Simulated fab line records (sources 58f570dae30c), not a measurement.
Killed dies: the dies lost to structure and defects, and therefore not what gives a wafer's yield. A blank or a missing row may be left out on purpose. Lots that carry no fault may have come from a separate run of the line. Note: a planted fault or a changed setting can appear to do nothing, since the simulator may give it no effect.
Comparing a struck lot with a sound one :: flow berkeley cmos170 :: 24 steps out of a route of 331
Sound: these wafers, L243.2, L243.3, L243.4. Struck: wafers L250.1, L250.3, L250.6. At the end, the cause is stated.
Order at every step that has rows: each side's tool, ch and its chambers, its first start. Under that, the readings that differ: sound wafers :: struck wafers :: difference of the means :: sigmas: that difference in standard deviations of wafers without a fault.
alike: same words and numbers on both sides, and readings whose means sit less than 2 such deviations apart. not compared: any withheld reading, any reading some wafer has no value for, any bound like >300 that may hide the same value, and any number with overlapping values for which the record gives no deviation.
Wherever a step has rows on one side only, a row that says differs or no value, or a row with sigmas, the two part there. When numbers do not overlap yet have no deviation, they are printed without sigmas and do not part them. A reading missing from all wafers of one side parts the sides only when that side holds two or more wafers.

first, 4 steps without rows for these wafers: UCB170_PWELL_WET_ETCH_19 (etches Si3N4 in H3PO4, time 14400 s); UCB170_PWELL_WET_ETCH_20 (etches SiO2 in BOE, time 22 s); UCB170_WELLDRIVE_CLEAN_00 (cleans in SPM, time 600 s); UCB170_WELLDRIVE_OXIDATION_01 (target thk 199 nm, ox time 9000 s).
UCB170_WELLDRIVE_THK_MEAS_02:
  sound on film metro-04, day 5 08:14; struck on film metro-02, day 6 13:26
  alike: WELLDRIVE_OXIDE_THK
then, 5 steps without rows for these wafers: UCB170_WELLDRIVE_ANNEAL_03 (time 900 s); UCB170_WELLDRIVE_WET_ETCH_04 (etches SiO2 in BOE, time 120 s); UCB170_ACTIVE_CLEAN_00 (cleans in SPM, time 600 s); UCB170_ACTIVE_CLEAN_01 (cleans in dHF, time 60 s); UCB170_ACTIVE_OXIDATION_02 (target thk 26.4 nm, ox time 1260 s).
UCB170_ACTIVE_THK_MEAS_03:
  sound on film metro-04, day 5 17:58; struck on film metro-03, day 6 17:58
  alike: ACTIVE_OXIDE_THK
then, 1 step without rows for these wafers: UCB170_ACTIVE_ANNEAL_04 (time 900 s).
UCB170_ACTIVE_CVD_05: deposits Si3N4 from SiH2Cl2/NH3, target thk 220 nm, time 3300 s.
  sound on lpcvd-02 ch 0, day 5 22:01; struck on lpcvd-02 ch 0, day 6 22:35
reading: spike tc centre C (C)
sound: 801.9 803.4 802.7
struck: 831.0 831.0 829.5
difference: +27.8
sigmas: +28

reading: zone power centre pct (%)
sound: 42 41 42
struck: 52 53 52
difference: +11
sigmas: +3

reading: model.Si3N4_of_ACTIVE_CVD_05.thk nm (nm)
sound: 222.6 219.7 219.2
struck: 229.2 241.9 276.3
difference: +28.6
sigmas: 
  alike: pressure mtorr, spike tc source C, susceptor temp C, zone power source pct
UCB170_ACTIVE_THK_MEAS_06:
  sound on film metro-01, day 5 23:57; struck on film metro-01, day 7 00:30
reading: ACTIVE_NITRIDE_THK (nm)
sound: 222.7 219.7 219.1
struck: 229.0 242.0 276.0
difference: +28.5
sigmas: +11
then, 6 steps without rows for these wafers: UCB170_ACTIVE_HMDS_07 (prime time 60 s); UCB170_ACTIVE_COAT_08 (resist thk 900 nm); UCB170_ACTIVE_SOFTBAKE_09 (time 60 s); UCB170_ACTIVE_EXPOSE_10 (exposes mask ACTIVE, target cd 1200 nm); UCB170_ACTIVE_PEB_11; UCB170_ACTIVE_DEVELOP_12 (develop time 45 s).
UCB170_ACTIVE_CD_MEAS_13: target cd 1200 nm.
  sound on cd sem-01, day 6 01:01; struck on cd sem-02, day 7 01:31
  alike: cd nm
UCB170_ACTIVE_OVL_MEAS_14:
  sound on overlay-02, day 6 01:08; struck on overlay-02, day 7 01:38
  alike: ACTIVE_OVL
UCB170_ACTIVE_ETCH_15: etches Si3N4 in CH3F/Ar/O2, stops on SiO2, target depth 242 nm, time 151 s.
  sound on rie diel-04 ch 0,1,3, day 6 01:10; struck on rie diel-04 ch 0,2,3, day 7 01:41
reading: oes product au (a.u.)
sound: 0.944 0.949 0.935
struck: 0.968 0.986 1.000
difference: +0.042
sigmas: +5

reading: model.etch.depth nm (nm)
sound: 222.6 219.7 219.2
struck: 229.2 241.9 237.6
difference: +15.7
sigmas: 
  alike: drypump motor current A, throttle valve pct
  not compared: rf hours counter h
UCB170_ACTIVE_STRIP_16: strips in O2.
  sound on plasma asher-04 ch 0,1, day 6 01:16; struck on plasma asher-04 ch 0, day 7 01:47
  alike: drypump motor current A, oes product au, strip time to endpoint s
  not compared: rf hours counter h

WHERE THEY PART
Last at UCB170_ACTIVE_ETCH_15 as far as this record goes, first at UCB170_ACTIVE_CVD_05. Later steps at which nothing parts them and some readings are alike: UCB170_ACTIVE_STRIP_16.

WHY: whatever the simulator had introduced
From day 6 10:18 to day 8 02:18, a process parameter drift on lpcvd-02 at UCB170_ACTIVE_CVD_05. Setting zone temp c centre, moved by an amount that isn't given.
